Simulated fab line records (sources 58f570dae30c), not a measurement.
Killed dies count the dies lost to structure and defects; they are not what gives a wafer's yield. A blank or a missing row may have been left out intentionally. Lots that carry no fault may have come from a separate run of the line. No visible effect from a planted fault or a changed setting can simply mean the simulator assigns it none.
fab line records ; flow berkeley_cmos170 ; part 1 of 2: steps 1 to 30 of 42
[record] lots = 5; wafers = 15; last_day = 16
route steps=331 shown PVT@121 GATE@125 FIELD@126 PLDD@145 NLDD@158
lots that met no fault: taken from a fault-free run of the same line
start_h: hours from the record's first day to the start of the lot's first wafer shown ; wait_h: hours elapsed since this lot's preceding step ; " the same as in the row above ; L1.1+2: several wafers, shown together as one row ; - value missing, or start not given ; * or withheld: withheld ; < > ~ a bound
route shown NAME@n: NAME is a module with steps in the file, n the number in the route of the first one ; usual: mean/standard deviation of fault-free wafers ; same: alike in all rows ; chamber/n: place in a boat ; sites: per-site readings ; _std_site: their standard deviation ; _edge_site: mean of outer sites minus mean of inner sites ; radius_mm: how far each site lies from the wafer's centre ; mask NAME#n: copy n ; behind: the most recent tool/chamber to have shaped the wafer ; hold: why the lot went on hold/how many hours it stayed there/how the hold came to an end ; device: whichever transistor did not switch (one of n, p or np) ; end of line: the same wafers' tests at the end of the route ; a step without rows: its recipe alone ; killed: at the first sort, the dies lost to defects and structure; wafer yield is something else ; map: per-die view of a wafer (x killed, . not killed, _ where there is no die)
set.NAME: the run value of the setting; set.NAME@STEP: its run value at that earlier step ; model.NAME: the simulator's own value behind a step, which no gauge read
lots at some steps of the route; a table a step, a row a wafer
services: when a tool's chamber went out of use (start_h, in hours from the record's first day, below 0 if earlier), for how many hours, and the reason
[[steps]]
[step UCB170_PVT_OVL_MEAS_06]
[usual] PVT_OVL = -5/5.3
lot.wafer;tool;chamber;start_h;wait_h;PVT_OVL[nm]
L080.3;overlay-01;-;172.94;-;-8
L080.4;overlay-01;-;172.94;-;-11
L080.6;overlay-01;-;172.94;-;-10
L082.1;overlay-01;-;178.75;-;-9
L082.2;overlay-01;-;178.75;-;-8
L082.5;overlay-01;-;178.75;-;-18
L085.1;overlay-01;-;195.83;-;-1
L085.2;overlay-01;-;195.83;-;-10
L085.6;overlay-01;-;195.83;-;-2
L089.1;overlay-01;-;206.86;-;-7
L089.5;overlay-01;-;206.86;-;0
L089.6;overlay-01;-;206.86;-;-8
L093.3;overlay-02;-;228.34;-;-5
L093.4;overlay-02;-;228.34;-;-4
L093.5;overlay-02;-;228.34;-;-9
[step UCB170_PVT_IMPLANT_07]
[recipe] species = P; dose_cm2 = 2e+12; energy_kev = 30; tilt_deg = 7
lot.wafer;tool;chamber;start_h;wait_h
L080.3+4+6;implanter-01;0;173.01;0.1
L082.1+2+5;implanter-01;0;178.79;0.0
L085.1+2+6;implanter-01;0;195.87;0.0
L089.1+5+6;implanter-02;0;206.90;0.0
L093.3+4+5;implanter-03;0;228.41;0.1
[step UCB170_PVT_STRIP_08]
[recipe] chemistry = O2; power_w = 400; pressure_mtorr = 3500; platen_temp_c = withheld; o2_flow_sccm = 400; overash_fraction = 0.5
[usual] drypump_motor_current_A = 5.9/0.48; oes_product_au = 0.734/0.0049; strip_time_to_endpoint_s = 21.62/0.055
lot.wafer;tool;chamber;start_h;wait_h;drypump_motor_current_A;oes_product_au;rf_hours_counter_h;strip_time_to_endpoint_s
L080.3;plasma_asher-03;0;173.15;0.1;5.7;0.741;-;21.64
L080.4;plasma_asher-03;1;173.15;0.1;5.5;0.729;-;21.62
L080.6;plasma_asher-03;1;173.15;0.1;5.5;0.738;-;21.69
L082.1;plasma_asher-02;0;178.94;0.1;6.3;0.739;48;21.67
L082.2;plasma_asher-02;1;178.94;0.1;5.1;0.734;48;21.64
L082.5;plasma_asher-02;0;178.94;0.1;6.3;0.727;-;21.74
L085.1;plasma_asher-03;0;196.02;0.1;5.7;0.736;41;21.60
L085.2;plasma_asher-03;1;196.02;0.1;5.5;0.739;41;21.52
L085.6;plasma_asher-03;1;196.02;0.1;5.5;0.732;-;21.58
L089.1;plasma_asher-02;0;207.05;0.1;6.2;0.737;51;21.73
L089.5;plasma_asher-02;1;207.05;0.1;5.1;0.732;-;21.68
L089.6;plasma_asher-02;0;207.05;0.1;6.2;0.734;-;21.65
L093.3;plasma_asher-03;1;228.54;0.1;5.5;0.737;-;21.58
L093.4;plasma_asher-03;0;228.54;0.1;5.7;0.736;-;21.64
L093.5;plasma_asher-03;1;228.54;0.1;5.5;0.724;-;21.58
[step UCB170_PVT_TW_MEAS_09]
[usual] PVT_TW = 508/4
lot.wafer;tool;chamber;start_h;wait_h;PVT_TW
L080.3;film_metro-04;-;173.23;0.1;511
L080.4;film_metro-04;-;173.23;0.1;513
L080.6;film_metro-04;-;173.23;0.1;512
L082.1;film_metro-04;-;179.04;0.1;514
L082.2;film_metro-04;-;179.04;0.1;513
L082.5;film_metro-04;-;179.04;0.1;514
L085.1;film_metro-04;-;196.12;0.1;506
L085.2;film_metro-04;-;196.12;0.1;509
L085.6;film_metro-04;-;196.12;0.1;508
L089.1;film_metro-04;-;207.15;0.1;509
L089.5;film_metro-04;-;207.15;0.1;507
L089.6;film_metro-04;-;207.15;0.1;507
L093.3;film_metro-04;-;228.63;0.1;512
L093.4;film_metro-04;-;228.63;0.1;513
L093.5;film_metro-04;-;228.63;0.1;511
[step UCB170_GATE_WET_ETCH_00]
[recipe] chemistry = dHF; dilution = 25:1; target = SiO2; temp_c = 25; time_s = 200
lot.wafer;tool;chamber;start_h;wait_h
L080.3+4+6;wet_bench-01;2;175.35;2.1
L082.1+2+5;wet_bench-03;0;179.29;0.2
L085.1+2+6;wet_bench-02;3;196.26;0.1
L089.1+5+6;wet_bench-02;1;207.40;0.2
L093.3+4+5;wet_bench-02;2;228.78;0.1
[step UCB170_FIELD_THK_MEAS_91]
[recipe] reads = SiO2_of_FIELD_OXIDATION_01
[usual] FIELD_OXIDE_LEFT_2_THK = 348/12
lot.wafer;tool;chamber;start_h;wait_h;FIELD_OXIDE_LEFT_2_THK[nm]
L080.3;film_metro-04;-;175.43;0.0;366
L080.4;film_metro-04;-;175.43;0.0;366
L080.6;film_metro-04;-;175.43;0.0;358
L082.1;film_metro-04;-;179.36;0.0;336
L082.2;film_metro-04;-;179.36;0.0;341
L082.5;film_metro-04;-;179.36;0.0;345
L085.1;film_metro-01;-;196.33;0.0;377
L085.2;film_metro-01;-;196.33;0.0;360
L085.6;film_metro-01;-;196.33;0.0;374
L089.1;film_metro-03;-;207.47;0.0;344
L089.5;film_metro-03;-;207.47;0.0;343
L089.6;film_metro-03;-;207.47;0.0;331
L093.3;film_metro-03;-;228.86;0.0;338
L093.4;film_metro-03;-;228.86;0.0;350
L093.5;film_metro-03;-;228.86;0.0;357
[step UCB170_GATE_OXIDATION_01]
[recipe] temp_c = 850; ambient = O2; target_thk_a = 66; ox_time_s = 1841
[usual] zone_power_source_pct = 26/4.3
lot.wafer;tool;chamber;start_h;wait_h;zone_power_source_pct
L080.3;furnace-01;0;179.09;3.6;21
L080.4;furnace-01;0;179.09;3.6;21
L080.6;furnace-01;0;179.09;3.6;21
L082.1;furnace-04;0;183.45;4.1;31
L082.2;furnace-04;0;183.45;4.1;31
L082.5;furnace-04;0;183.45;4.1;31
L085.1;furnace-02;0;199.71;3.4;22
L085.2;furnace-02;0;199.71;3.4;22
L085.6;furnace-02;0;199.71;3.4;22
L089.1;furnace-02;0;209.24;1.8;23
L089.5;furnace-02;0;209.24;1.8;22
L089.6;furnace-02;0;209.24;1.8;22
L093.3;furnace-04;0;233.63;4.8;31
L093.4;furnace-04;0;233.63;4.8;31
L093.5;furnace-04;0;233.63;4.8;31
[step UCB170_GATE_THK_MEAS_02]
[recipe] reads = SiO2_of_GATE_OXIDATION_01
[usual] GATE_OXIDE_THK = 6.67/0.14
lot.wafer;tool;chamber;start_h;wait_h;GATE_OXIDE_THK[nm]
L080.3;film_metro-04;-;180.61;0.0;6.49
L080.4;film_metro-04;-;180.61;0.0;6.50
L080.6;film_metro-04;-;180.61;0.0;6.64
L082.1;film_metro-02;-;184.95;0.0;6.66
L082.2;film_metro-02;-;184.95;0.0;6.67
L082.5;film_metro-02;-;184.95;0.0;6.61
L085.1;film_metro-03;-;201.21;0.0;6.60
L085.2;film_metro-03;-;201.21;0.0;6.68
L085.6;film_metro-03;-;201.21;0.0;6.50
L089.1;film_metro-02;-;210.74;0.0;6.66
L089.5;film_metro-02;-;210.74;0.0;6.67
L089.6;film_metro-02;-;210.74;0.0;6.67
L093.3;film_metro-03;-;235.15;0.0;6.59
L093.4;film_metro-03;-;235.15;0.0;6.57
L093.5;film_metro-03;-;235.15;0.0;6.54
[step UCB170_GATE_ANNEAL_03]
[recipe] temp_c = 900; time_s = 1800; ambient = N2
[usual] zone_power_source_pct = 28/4.9
lot.wafer;tool;chamber;start_h;wait_h;zone_power_source_pct
L080.3;furnace-02;0;183.77;3.2;25
L080.4;furnace-02;0;183.77;3.2;25
L080.6;furnace-02;0;183.77;3.2;25
L082.1;furnace-04;0;187.97;3.0;35
L082.2;furnace-04;0;187.97;3.0;34
L082.5;furnace-04;0;187.97;3.0;34
L085.1;furnace-01;0;202.39;1.2;24
L085.2;furnace-01;0;202.39;1.2;24
L085.6;furnace-01;0;202.39;1.2;24
L089.1;furnace-04;0;215.70;4.9;35
L089.5;furnace-04;0;215.70;4.9;34
L089.6;furnace-04;0;215.70;4.9;35
L093.3;furnace-01;0;238.74;3.6;24
L093.4;furnace-01;0;238.74;3.6;24
L093.5;furnace-01;0;238.74;3.6;24
[step UCB170_GATE_CVD_04]
[recipe] material = poly-Si; temp_c = 610; precursor = SiH4; time_s = 1440; pressure_mtorr = 375; target_thk_nm = 214; sih4_flow_sccm = 120
[usual] zone_power_source_pct = 11.85/0.2
lot.wafer;tool;chamber;start_h;wait_h;zone_power_source_pct
L080.3;lpcvd-01;1;185.27;0.0;12.01
L080.4;lpcvd-01;1;185.27;0.0;12.05
L080.6;lpcvd-01;1;185.27;0.0;11.88
L082.1;lpcvd-02;1;192.16;2.7;11.69
L082.2;lpcvd-02;1;192.16;2.7;11.71
L082.5;lpcvd-02;1;192.16;2.7;11.79
L085.1;lpcvd-02;0;203.89;0.0;12.21
L085.2;lpcvd-02;0;203.89;0.0;12.29
L085.6;lpcvd-02;0;203.89;0.0;12.30
L089.1;lpcvd-02;1;217.20;0.0;11.66
L089.5;lpcvd-02;1;217.20;0.0;11.56
L089.6;lpcvd-02;1;217.20;0.0;11.55
L093.3;lpcvd-01;1;240.57;0.3;11.96
L093.4;lpcvd-01;1;240.57;0.3;11.93
L093.5;lpcvd-01;1;240.57;0.3;12.20
[step UCB170_GATE_THK_MEAS_05]
[recipe] reads = poly-Si_of_GATE_CVD_04
[usual] GATE_POLY_THK = 214.8/2.1
lot.wafer;tool;chamber;start_h;wait_h;GATE_POLY_THK[nm]
L080.3;film_metro-02;-;186.69;0.0;213.0
L080.4;film_metro-02;-;186.69;0.0;212.8
L080.6;film_metro-02;-;186.69;0.0;215.2
L082.1;film_metro-04;-;193.56;0.0;220.2
L082.2;film_metro-04;-;193.56;0.0;217.8
L082.5;film_metro-04;-;193.56;0.0;217.3
L085.1;film_metro-02;-;205.29;0.0;214.7
L085.2;film_metro-02;-;205.29;0.0;214.7
L085.6;film_metro-02;-;205.29;0.0;214.7
L089.1;film_metro-04;-;218.60;0.0;214.1
L089.5;film_metro-04;-;218.60;0.0;211.6
L089.6;film_metro-04;-;218.60;0.0;214.0
L093.3;film_metro-04;-;241.99;0.0;214.7
L093.4;film_metro-04;-;241.99;0.0;215.4
L093.5;film_metro-04;-;241.99;0.0;213.9
[step UCB170_GATE_COAT_06]
[recipe] resist = BARC; temp_c = withheld; time_s = withheld; spin_rpm = 3000; resist_thk_nm = withheld
lot.wafer;tool;chamber;start_h;wait_h
L080.3+4+6;litho_track-04;0;186.78;0.1
L082.1+2+5;litho_track-01;0;194.12;0.6
L085.1+2+6;litho_track-01;0;205.52;0.2
L089.1+5+6;litho_track-03;0;219.38;0.8
L093.3+4+5;litho_track-01;0;242.18;0.2
[step UCB170_GATE_COAT_07]
[recipe] resist = KrF; spin_rpm = 1500; resist_thk_nm = 900
lot.wafer;tool;chamber;start_h;wait_h
L080.3+4+6;litho_track-04;0;-;-
L082.1+2+5;litho_track-01;0;-;-
L085.1+2+6;litho_track-01;0;-;-
L089.1+5+6;litho_track-03;0;-;-
L093.3+4+5;litho_track-01;0;-;-
[step UCB170_GATE_SOFTBAKE_08]
[recipe] resist = KrF; temp_c = 130; time_s = 60
lot.wafer;tool;chamber;start_h;wait_h
L080.3+4+6;litho_track-04;0;-;-
L082.1+2+5;litho_track-01;0;-;-
L085.1+2+6;litho_track-01;0;-;-
L089.1+5+6;litho_track-03;0;-;-
L093.3+4+5;litho_track-01;0;-;-
[step UCB170_GATE_EXPOSE_09]
[recipe] mask_id = POLY; target_cd_nm = 350; na = 0.5; sigma_outer = 0.6; source_shape = conventional; dose_mj = 21
[usual] reticle_temp_C = 23.01/0.11
lot.wafer;tool;chamber;start_h;wait_h;mask;reticle_temp_C
L080.3;krf_scanner-01;0;187.35;-;POLY#0;23.12
L080.4;krf_scanner-01;0;187.35;-;POLY#0;23.13
L080.6;krf_scanner-01;0;187.35;-;POLY#0;23.20
L082.1;krf_scanner-01;0;194.92;-;POLY#0;23.02
L082.2;krf_scanner-01;0;194.92;-;POLY#0;23.10
L082.5;krf_scanner-01;0;194.92;-;POLY#0;22.93
L085.1;krf_scanner-02;0;206.18;-;POLY#0;22.72
L085.2;krf_scanner-02;0;206.18;-;POLY#0;22.93
L085.6;krf_scanner-02;0;206.18;-;POLY#0;22.95
L089.1;krf_scanner-02;0;219.83;-;POLY#0;22.91
L089.5;krf_scanner-02;0;219.83;-;POLY#0;23.05
L089.6;krf_scanner-02;0;219.83;-;POLY#0;22.93
L093.3;krf_scanner-02;0;242.61;-;POLY#0;23.08
L093.4;krf_scanner-02;0;242.61;-;POLY#0;23.02
L093.5;krf_scanner-02;0;242.61;-;POLY#0;22.97
[step UCB170_GATE_PEB_10]
[recipe] peb_temp_c = 130; peb_time_s = withheld; resist = KrF
lot.wafer;tool;chamber;start_h;wait_h
L080.3+4+6;litho_track-01;0;187.78;0.4
L082.1+2+5;litho_track-03;0;195.35;0.4
L085.1+2+6;litho_track-01;0;206.42;0.2
L089.1+5+6;litho_track-03;0;220.38;0.5
L093.3+4+5;litho_track-04;0;243.18;0.5
[step UCB170_GATE_DEVELOP_11]
[recipe] developer = TMAH; develop_time_s = 45; resist = KrF; dev_temp_c = 21
lot.wafer;tool;chamber;start_h;wait_h
L080.3+4+6;litho_track-01;0;-;-
L082.1+2+5;litho_track-03;0;-;-
L085.1+2+6;litho_track-01;0;-;-
L089.1+5+6;litho_track-03;0;-;-
L093.3+4+5;litho_track-04;0;-;-
[step UCB170_GATE_CD_MEAS_12]
[recipe] target_cd_nm = 350
[usual] cd_nm = 350.2/1.5
lot.wafer;tool;chamber;start_h;wait_h;cd_nm
L080.3;cd_sem-02;-;188.05;-;346.8
L080.4;cd_sem-02;-;188.05;-;349.4
L080.6;cd_sem-02;-;188.05;-;349.1
L082.1;cd_sem-02;-;195.62;-;348.3
L082.2;cd_sem-02;-;195.62;-;348.1
L082.5;cd_sem-02;-;195.62;-;349.8
L085.1;cd_sem-02;-;206.70;-;346.5
L085.2;cd_sem-02;-;206.70;-;348.3
L085.6;cd_sem-02;-;206.70;-;349.7
L089.1;cd_sem-02;-;220.73;-;348.4
L089.5;cd_sem-02;-;220.73;-;350.0
L089.6;cd_sem-02;-;220.73;-;350.3
L093.3;cd_sem-01;-;243.54;-;351.1
L093.4;cd_sem-01;-;243.54;-;349.9
L093.5;cd_sem-01;-;243.54;-;349.4
[step UCB170_GATE_OVL_MEAS_13]
[usual] GATE_OVL = -5/6.8
lot.wafer;tool;chamber;start_h;wait_h;GATE_OVL[nm]
L080.3;overlay-02;-;188.14;0.1;-4
L080.4;overlay-02;-;188.14;0.1;-7
L080.6;overlay-02;-;188.14;0.1;-5
L082.1;overlay-01;-;195.74;0.1;-3
L082.2;overlay-01;-;195.74;0.1;-9
L082.5;overlay-01;-;195.74;0.1;-4
L085.1;overlay-01;-;206.82;0.1;-9
L085.2;overlay-01;-;206.82;0.1;-10
L085.6;overlay-01;-;206.82;0.1;-9
L089.1;overlay-01;-;220.85;0.1;-14
L089.5;overlay-01;-;220.85;0.1;-12
L089.6;overlay-01;-;220.85;0.1;-5
L093.3;overlay-02;-;243.63;0.1;8
L093.4;overlay-02;-;243.63;0.1;2
L093.5;overlay-02;-;243.63;0.1;3
[step UCB170_GATE_ETCH_14]
[recipe] chemistry = N2/H2; target_depth_a = withheld; overetch_a = withheld; target = BARC; time_s = withheld; source_w = 500; bias_w = 100; pressure_mtorr = 30; n2_flow_sccm = 100; h2_flow_sccm = 200
[usual] drypump_motor_current_A = 5.8/0.51; n2_flow_sccm = 100.0/0.3; oes_product_au = 1.001/0.018; throttle_valve_pct = 13.22/0.14
lot.wafer;tool;chamber;start_h;wait_h;drypump_motor_current_A;n2_flow_sccm;oes_product_au;throttle_valve_pct
L080.3;rie_diel-01;3;188.16;0.0;5.8;99.8;1.015;13.23
L080.4;rie_diel-01;0;188.16;0.0;5.9;99.9;1.042;13.16
L080.6;rie_diel-01;1;188.16;0.0;5.4;99.8;0.987;13.37
L082.1;rie_diel-01;1;195.78;0.0;5.4;99.5;0.987;13.39
L082.2;rie_diel-01;2;195.78;0.0;5.5;99.8;1.015;13.24
L082.5;rie_diel-01;2;195.78;0.0;5.5;99.9;1.014;13.26
L085.1;rie_diel-04;3;206.85;0.0;6.6;99.6;0.973;12.97
L085.2;rie_diel-04;1;206.85;0.0;5.2;100.0;0.990;13.35
L085.6;rie_diel-04;1;206.85;0.0;5.2;100.0;0.999;13.33
L089.1;rie_diel-04;3;220.89;0.0;6.6;100.3;0.971;12.98
L089.5;rie_diel-04;3;220.89;0.0;6.6;100.5;0.981;12.96
L089.6;rie_diel-04;2;220.89;0.0;5.9;100.3;0.992;13.37
L093.3;rie_diel-01;2;243.66;0.0;5.5;99.3;1.015;13.27
L093.4;rie_diel-01;0;243.66;0.0;5.9;100.1;1.042;13.15
L093.5;rie_diel-01;1;243.66;0.0;5.4;100.3;0.991;13.37
[step UCB170_GATE_ETCH_15]
[recipe] chemistry = HBr/Cl2; target = poly-Si; stop_on = SiO2; over_etch_frac = 0.3; icp_w = 300; bias_w = 150; time_s = 56.3; pressure_mtorr = 15; HBr_flow_sccm = 150; Cl2_flow_sccm = 50; target_depth_a = 2782
[usual] drypump_motor_current_A = 5.7/0.41; mfc_cl2_sccm = 50.01/0.16; oes_product_au = 0.831/0.013; throttle_valve_pct = 26.32/0.25
lot.wafer;tool;chamber;start_h;wait_h;drypump_motor_current_A;mfc_cl2_sccm;oes_product_au;rf_hours_counter_h;throttle_valve_pct
L080.3;rie_si-01;3;188.20;-;6.0;50.18;0.818;1;26.56
L080.4;rie_si-01;3;188.20;-;6.0;49.72;0.820;-;26.58
L080.6;rie_si-01;0;188.20;-;5.6;50.35;0.843;-;25.94
L082.1;rie_si-02;2;195.82;-;5.5;50.01;0.866;36;26.53
L082.2;rie_si-02;1;195.82;-;5.5;50.11;0.838;62;26.27
L082.5;rie_si-02;2;195.82;-;5.4;50.01;0.849;-;26.53
L085.1;rie_si-02;0;206.89;-;6.6;50.12;0.818;64;26.15
L085.2;rie_si-02;3;206.89;-;5.8;50.20;0.831;32;26.29
L085.6;rie_si-02;2;206.89;-;5.4;49.98;0.851;-;26.51
L089.1;rie_si-01;0;220.93;-;5.6;50.25;0.838;57;25.96
L089.5;rie_si-01;0;220.93;-;5.6;50.08;0.825;-;25.95
L089.6;rie_si-01;3;220.93;-;6.0;50.22;0.827;-;26.55
L093.3;rie_si-02;2;243.70;-;5.4;49.86;0.857;37;26.51
L093.4;rie_si-02;0;243.70;-;6.6;49.89;0.814;64;26.15
L093.5;rie_si-02;3;243.70;-;5.8;50.05;0.838;-;26.30
[step UCB170_GATE_STRIP_16]
[recipe] chemistry = O2; power_w = 400; pressure_mtorr = 3500; platen_temp_c = withheld; o2_flow_sccm = 400; overash_fraction = 0.5
[usual] drypump_motor_current_A = 5.8/0.43; oes_product_au = 0.724/0.0046
lot.wafer;tool;chamber;start_h;wait_h;drypump_motor_current_A;oes_product_au;rf_hours_counter_h
L080.3;plasma_asher-04;0;188.29;0.1;6.1;0.723;-
L080.4;plasma_asher-04;1;188.29;0.1;5.3;0.723;-
L080.6;plasma_asher-04;0;188.29;0.1;6.1;0.730;-
L082.1;plasma_asher-04;1;195.87;0.0;5.3;0.727;44
L082.2;plasma_asher-04;0;195.87;0.0;6.1;0.715;44
L082.5;plasma_asher-04;1;195.87;0.0;5.3;0.727;-
L085.1;plasma_asher-01;0;206.94;0.0;6.5;0.730;9
L085.2;plasma_asher-01;1;206.94;0.0;6.1;0.717;9
L085.6;plasma_asher-01;0;206.94;0.0;6.5;0.722;-
L089.1;plasma_asher-03;1;220.98;0.0;5.5;0.721;44
L089.5;plasma_asher-03;0;220.98;0.0;5.7;0.722;-
L089.6;plasma_asher-03;1;220.98;0.0;5.5;0.720;-
L093.3;plasma_asher-04;0;243.78;0.1;6.1;0.724;-
L093.4;plasma_asher-04;1;243.78;0.1;5.3;0.719;-
L093.5;plasma_asher-04;1;243.78;0.1;5.3;0.724;-
[step UCB170_GATE_CD_MEAS_90]
[recipe] target_cd_nm = 350
[usual] cd_nm = 350.2/1.5
lot.wafer;tool;chamber;start_h;wait_h;cd_nm
L080.3;cd_sem-01;-;188.39;0.1;347.0
L080.4;cd_sem-01;-;188.39;0.1;348.9
L080.6;cd_sem-01;-;188.39;0.1;348.6
L082.1;cd_sem-01;-;195.97;0.1;349.1
L082.2;cd_sem-01;-;195.97;0.1;347.2
L082.5;cd_sem-01;-;195.97;0.1;348.9
L085.1;cd_sem-02;-;207.05;0.1;346.6
L085.2;cd_sem-02;-;207.05;0.1;348.6
L085.6;cd_sem-02;-;207.05;0.1;349.2
L089.1;cd_sem-01;-;221.08;0.1;348.1
L089.5;cd_sem-01;-;221.08;0.1;349.1
L089.6;cd_sem-01;-;221.08;0.1;349.7
L093.3;cd_sem-01;-;244.14;0.3;350.4
L093.4;cd_sem-01;-;244.14;0.3;349.0
L093.5;cd_sem-01;-;244.14;0.3;348.7
[step UCB170_GATE_CLEAN_17]
[recipe] chemistry = SPM; temp_c = 120; time_s = 600
lot.wafer;tool;chamber;start_h;wait_h
L080.3+4+6;wet_bench-02;2;190.03;1.6
L082.1+2+5;wet_bench-02;0;196.09;0.1
L085.1+2+6;wet_bench-02;1;207.23;0.2
L089.1+5+6;wet_bench-02;0;221.44;0.3
L093.3+4+5;wet_bench-01;1;244.22;0.1
[step UCB170_PLDD_HMDS_00]
[recipe] prime_time_s = 60; prime_temp_c = 100
[same] prime_time_s = 60
lot.wafer;tool;chamber;start_h;wait_h
L080.3+4+6;litho_track-01;0;190.26;0.1
L082.1+2+5;litho_track-02;0;196.93;0.7
L085.1+2+6;litho_track-02;0;207.61;0.2
L089.1+5+6;litho_track-04;0;221.62;0.0
L093.3+4+5;litho_track-01;0;244.44;0.1
[step UCB170_PLDD_COAT_01]
[recipe] resist = KrF; spin_rpm = 1500; resist_thk_nm = 900
lot.wafer;tool;chamber;start_h;wait_h
L080.3+4+6;litho_track-01;0;190.41;0.1
L082.1+2+5;litho_track-02;0;197.08;0.1
L085.1+2+6;litho_track-02;0;207.76;0.1
L089.1+5+6;litho_track-04;0;221.77;0.1
L093.3+4+5;litho_track-01;0;244.59;0.1
[step UCB170_PLDD_SOFTBAKE_02]
[recipe] resist = KrF; temp_c = 130; time_s = 60
lot.wafer;tool;chamber;start_h;wait_h
L080.3+4+6;litho_track-01;0;190.56;0.1
L082.1+2+5;litho_track-02;0;197.23;0.1
L085.1+2+6;litho_track-02;0;207.91;0.1
L089.1+5+6;litho_track-04;0;221.92;0.1
L093.3+4+5;litho_track-01;0;244.74;0.1
[step UCB170_PLDD_EXPOSE_03]
[recipe] mask_id = PSELECT; na = 0.5; sigma_outer = 0.6; source_shape = conventional; target_cd_nm = 1200; dose_mj = 29.72
[usual] reticle_temp_C = 23.03/0.11
lot.wafer;tool;chamber;start_h;wait_h;mask;reticle_temp_C
L080.3;krf_scanner-01;0;190.70;0.1;PSELECT#0;22.99
L080.4;krf_scanner-01;0;190.70;0.1;PSELECT#0;22.84
L080.6;krf_scanner-01;0;190.70;0.1;PSELECT#0;23.05
L082.1;krf_scanner-02;0;197.50;0.2;PSELECT#0;22.91
L082.2;krf_scanner-02;0;197.50;0.2;PSELECT#0;22.95
L082.5;krf_scanner-02;0;197.50;0.2;PSELECT#0;22.98
L085.1;krf_scanner-02;0;208.19;0.2;PSELECT#0;23.10
L085.2;krf_scanner-02;0;208.19;0.2;PSELECT#0;22.94
L085.6;krf_scanner-02;0;208.19;0.2;PSELECT#0;22.98
L089.1;krf_scanner-02;0;222.07;0.1;PSELECT#0;22.97
L089.5;krf_scanner-02;0;222.07;0.1;PSELECT#0;23.12
L089.6;krf_scanner-02;0;222.07;0.1;PSELECT#0;22.97
L093.3;krf_scanner-02;0;244.88;0.1;PSELECT#0;23.18
L093.4;krf_scanner-02;0;244.88;0.1;PSELECT#0;23.07
L093.5;krf_scanner-02;0;244.88;0.1;PSELECT#0;23.10
[step UCB170_PLDD_PEB_04]
[recipe] peb_temp_c = 130; peb_time_s = withheld; resist = KrF
lot.wafer;tool;chamber;start_h;wait_h
L080.3+4+6;litho_track-01;0;191.16;0.4
L082.1+2+5;litho_track-04;0;197.62;0.1
L085.1+2+6;litho_track-01;0;208.30;0.1
L089.1+5+6;litho_track-02;0;222.30;0.2
L093.3+4+5;litho_track-01;0;245.01;0.1
[step UCB170_PLDD_DEVELOP_05]
[recipe] developer = TMAH; develop_time_s = 45; resist = KrF; dev_temp_c = 21
lot.wafer;tool;chamber;start_h;wait_h
L080.3+4+6;litho_track-01;0;-;-
L082.1+2+5;litho_track-04;0;-;-
L085.1+2+6;litho_track-01;0;-;-
L089.1+5+6;litho_track-02;0;-;-
L093.3+4+5;litho_track-01;0;-;-
